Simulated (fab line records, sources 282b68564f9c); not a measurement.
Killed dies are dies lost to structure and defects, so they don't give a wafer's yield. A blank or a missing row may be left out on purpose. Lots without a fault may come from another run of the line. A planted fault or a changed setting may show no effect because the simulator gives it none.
fab line records | flow rit_cmos | part 2 of 2: steps 41 to 54 of 54
record lots=5 wafers=15 last_day=7
route steps=202 shown REOX@100 NLDD@103 PLDD@114 SPACER@125 NSD@131 PSD@142 SDANNEAL@153
lots that met no fault: from a run of the same line without faults
start_h: hours from the record's first day to the start of the lot's first wafer shown | wait_h: hours since the lot's step before | " the same as in the row above | L1.1+2: a row that stands for several wafers | - no value, or no start given | * or withheld: withheld | < > ~ a bound
route shown NAME@n: a module of which the file shows steps, and the number in the route of the first | usual: mean/standard deviation of fault-free wafers | same: alike in all rows | chamber/n: place in a boat | sites: the reading at each site | _std_site: their standard deviation | _edge_site: outer sites' mean less inner sites' | radius_mm: how far each site lies from the wafer's centre | mask NAME#n: copy n | behind: the tool/chamber that last shaped the wafer | hold: why the lot was held/for how many hours/how that ended | device: the transistor (n, p or np) that didn't switch | end of line: the same wafers' tests at the end of the route | a step without rows: its recipe alone | killed: dies lost to structure and defects at the first sort, not the wafer's yield | map: a wafer's dies, x killed, . not, _ none there
set.NAME: the setting as run; set.NAME@STEP: as run at that earlier step | model.NAME: the simulator's own value behind a step, which no gauge read
lots at some steps of the route; a table a step, a row a wafer
services: from which hour (start_h, from the record's first day; less than 0 if before it) a tool's chamber was out of use, for how many hours, and why
## steps
# step RIT_NSD_STRIP_09
# recipe chemistry=O2 time_s=180 resist=NOVOLAK platen_temp_c=withheld power_w=500 pressure_mtorr=4000 o2_flow_sccm=4000
# usual drypump_motor_current_A=5.8/0.42
# columns lot.wafer tool chamber start_h wait_h drypump_motor_current_A rf_hours_counter_h
L078.1 plasma_asher-03 0 72.89 0.1 5.8 38
L078.3 " 0 " " 5.8 -
L078.6 " 1 " " 5.2 -
L083.1 plasma_asher-04 0 103.31 0.1 6.4 48
L083.2 " 1 " " 5.7 48
L083.4 " 1 " " 5.7 -
L084.3 plasma_asher-01 0 104.94 0.1 5.2 -
L084.5 " 1 " " 6.1 -
L084.6 " 0 " " 5.2 -
L089.2 plasma_asher-04 0 128.61 0.1 6.4 51
L089.3 " 0 " " 6.4 -
L089.6 " 1 " " 5.8 -
L093.3 plasma_asher-04 0 149.21 0.1 6.4 -
L093.5 " 1 " " 5.7 -
L093.6 " 0 " " 6.4 -
# step RIT_NSD_TW_MEAS_10
# usual NSD_TW=3140/18
# columns lot.wafer tool chamber start_h wait_h NSD_TW
L078.1 film_metro-03 - 73.07 0.1 3140
L078.3 " - " " 3161
L078.6 " - " " 3147
L083.1 film_metro-02 - 103.48 0.1 3117
L083.2 " - " " 3106
L083.4 " - " " 3119
L084.3 film_metro-02 - 105.07 0.1 3114
L084.5 " - " " 3135
L084.6 " - " " 3116
L089.2 film_metro-02 - 128.79 0.1 3116
L089.3 " - " " 3147
L089.6 " - " " 3117
L093.3 film_metro-04 - 149.35 0.1 3131
L093.5 " - " " 3117
L093.6 " - " " 3139
# step RIT_PSD_HMDS_00
# recipe prime_time_s=60 prime_temp_c=140
# columns lot.wafer tool chamber start_h wait_h
L078.1+3+6 litho_track-01 0 73.13 0.1
L083.1+2+4 litho_track-01 0 103.54 0.1
L084.3+5+6 litho_track-02 0 105.16 0.1
L089.2+3+6 litho_track-01 0 128.87 0.1
L093.3+5+6 litho_track-04 0 149.44 0.1
# step RIT_PSD_COAT_01
# recipe resist=NOVOLAK spin_rpm=3250 resist_thk_nm=1000
# columns lot.wafer tool chamber start_h wait_h
L078.1+3+6 litho_track-01 0 73.28 0.1
L083.1+2+4 litho_track-01 0 103.69 0.1
L084.3+5+6 litho_track-02 0 105.31 0.1
L089.2+3+6 litho_track-01 0 129.02 0.1
L093.3+5+6 litho_track-04 0 149.59 0.1
# step RIT_PSD_SOFTBAKE_02
# recipe resist=NOVOLAK temp_c=90 time_s=60
# columns lot.wafer tool chamber start_h wait_h
L078.1+3+6 litho_track-01 0 73.43 0.1
L083.1+2+4 litho_track-01 0 103.84 0.1
L084.3+5+6 litho_track-02 0 105.46 0.1
L089.2+3+6 litho_track-01 0 129.17 0.1
L093.3+5+6 litho_track-04 0 149.74 0.1
# step RIT_PSD_EXPOSE_03
# recipe mask_id=M10 na=0.57 target_cd_nm=40900 dose_mj=250
# columns lot.wafer tool chamber start_h wait_h mask
L078.1+3+6 iline_stepper-01 0 73.70 0.2 M10#0
L083.1+2+4 iline_stepper-02 0 103.99 0.1 M10#0
L084.3+5+6 iline_stepper-02 0 105.60 0.1 M10#0
L089.2+3+6 iline_stepper-02 0 129.44 0.2 M10#0
L093.3+5+6 iline_stepper-02 0 150.00 0.2 M10#0
# step RIT_PSD_PEB_04
# recipe resist=NOVOLAK temp_c=withheld time_s=withheld
# columns lot.wafer tool chamber start_h wait_h
L078.1+3+6 litho_track-04 0 73.82 0.1
L083.1+2+4 litho_track-01 0 104.11 0.1
L084.3+5+6 litho_track-02 0 105.73 0.1
L089.2+3+6 litho_track-02 0 129.57 0.1
L093.3+5+6 litho_track-02 0 150.25 0.2
# step RIT_PSD_DEVELOP_05
# recipe resist=NOVOLAK develop_time_s=50 dev_temp_c=23
# columns lot.wafer tool chamber start_h wait_h
L078.1+3+6 litho_track-04 0 - -
L083.1+2+4 litho_track-01 0 - -
L084.3+5+6 litho_track-02 0 - -
L089.2+3+6 litho_track-02 0 - -
L093.3+5+6 litho_track-02 0 - -
# step RIT_PSD_OVL_MEAS_06
# usual PSD_OVL=0.2/1.1
# columns lot.wafer tool chamber start_h wait_h PSD_OVL[nm]
L078.1 overlay-01 - 74.10 - 0.8
L078.3 " - " " -0.2
L078.6 " - " " 1.3
L083.1 overlay-02 - 104.39 - 1.5
L083.2 " - " " 1.0
L083.4 " - " " 1.7
L084.3 overlay-02 - 105.98 - -0.1
L084.5 " - " " -1.3
L084.6 " - " " -0.9
L089.2 overlay-01 - 129.83 - -0.9
L089.3 " - " " -0.9
L089.6 " - " " 0.1
L093.3 overlay-02 - 150.49 - 0.2
L093.5 " - " " 1.0
L093.6 " - " " 2.2
# step RIT_PSD_HARDBAKE_07
# recipe resist=NOVOLAK temp_c=140 time_s=60
# columns lot.wafer tool chamber start_h wait_h
L078.1+3+6 litho_track-01 0 74.14 0.0
L083.1+2+4 litho_track-01 0 104.43 0.0
L084.3+5+6 litho_track-02 0 106.05 0.1
L089.2+3+6 litho_track-01 0 129.89 0.0
L093.3+5+6 litho_track-02 0 150.57 0.1
# step RIT_PSD_IMPLANT_08
# recipe species=BF2 energy_kev=27 dose_cm2=5e+15 tilt_deg=7
# columns lot.wafer tool chamber start_h wait_h
L078.1+3+6 implanter-04 0 74.29 0.1
L083.1+2+4 implanter-04 0 104.58 0.1
L084.3+5+6 implanter-03 0 106.20 0.1
L089.2+3+6 implanter-04 0 130.04 0.1
L093.3+5+6 implanter-03 0 150.72 0.1
# step RIT_PSD_STRIP_09
# recipe chemistry=O2 time_s=180 resist=NOVOLAK platen_temp_c=withheld power_w=500 pressure_mtorr=4000 o2_flow_sccm=4000
# usual drypump_motor_current_A=5.8/0.39
# columns lot.wafer tool chamber start_h wait_h drypump_motor_current_A rf_hours_counter_h
L078.1 plasma_asher-04 1 74.44 0.1 5.7 45
L078.3 " 1 " " 5.8 -
L078.6 " 1 " " 5.7 -
L083.1 plasma_asher-03 0 104.73 0.1 5.8 41
L083.2 " 1 " " 5.2 41
L083.4 " 1 " " 5.2 -
L084.3 plasma_asher-02 1 106.36 0.1 5.7 -
L084.5 " 0 " " 6.2 -
L084.6 " 1 " " 5.7 -
L089.2 plasma_asher-03 0 130.16 0.1 5.8 45
L089.3 " 1 " " 5.2 -
L089.6 " 1 " " 5.2 -
L093.3 plasma_asher-02 1 150.88 0.1 5.7 -
L093.5 " 1 " " 5.7 -
L093.6 " 0 " " 6.2 -
# step RIT_PSD_TW_MEAS_10
# usual PSD_TW=3440/20
# columns lot.wafer tool chamber start_h wait_h PSD_TW
L078.1 film_metro-03 - 74.61 0.1 3477
L078.3 " - " " 3471
L078.6 " - " " 3484
L083.1 film_metro-03 - 104.90 0.1 3423
L083.2 " - " " 3439
L083.4 " - " " 3441
L084.3 film_metro-04 - 106.49 0.1 3448
L084.5 " - " " 3468
L084.6 " - " " 3470
L089.2 film_metro-04 - 130.35 0.1 3435
L089.3 " - " " 3469
L089.6 " - " " 3453
L093.3 film_metro-02 - 151.01 0.1 3420
L093.5 " - " " 3435
L093.6 " - " " 3397
# step RIT_SDANNEAL_CLEAN_00
# recipe chemistry=SC1 mix=3:3:50 time_s=600 temp_c=75
# columns lot.wafer tool chamber start_h wait_h
L078.1+3+6 wet_bench-04 3 74.67 0.1
L083.1+2+4 wet_bench-02 2 104.96 0.1
L084.3+5+6 wet_bench-01 3 106.53 0.0
L089.2+3+6 wet_bench-02 2 130.40 0.0
L093.3+5+6 wet_bench-01 2 151.05 0.0
## services
# columns tool chamber start_h hours kind
plasma_asher-02 - 38.91 2.8 pm
rie_diel-01 0 41.83 7.8 repair
implanter-03 - 42.50 3.2 pm
iline_stepper-01 - 43.35 1.9 repair
implanter-02 - 55.93 1.3 repair
wet_bench-03 - 57.75 1.9 pm
rie_diel-02 - 60.94 14.6 pm
wet_bench-01 - 64.67 2.7 repair
rie_diel-01 - 71.71 2.8 pm
rie_diel-02 - 75.54 2.8 pm
plasma_asher-01 - 75.98 2.8 pm
implanter-01 - 78.59 2.9 repair
furnace-04 - 79.52 3.6 pm
rie_diel-02 1 81.31 9.3 repair
furnace-03 - 84.33 3.3 pm
iline_stepper-01 - 88.92 28.9 pm
plasma_asher-03 - 102.96 1.5 repair
implanter-04 - 105.12 3.6 repair
plasma_asher-01 - 108.75 9.0 pm
plasma_asher-02 - 119.58 1.3 repair
wet_bench-03 - 121.45 1.7 repair
plasma_asher-01 - 123.57 7.8 repair
implanter-04 - 125.82 2.4 pm
rie_diel-01 2 144.27 6.5 repair
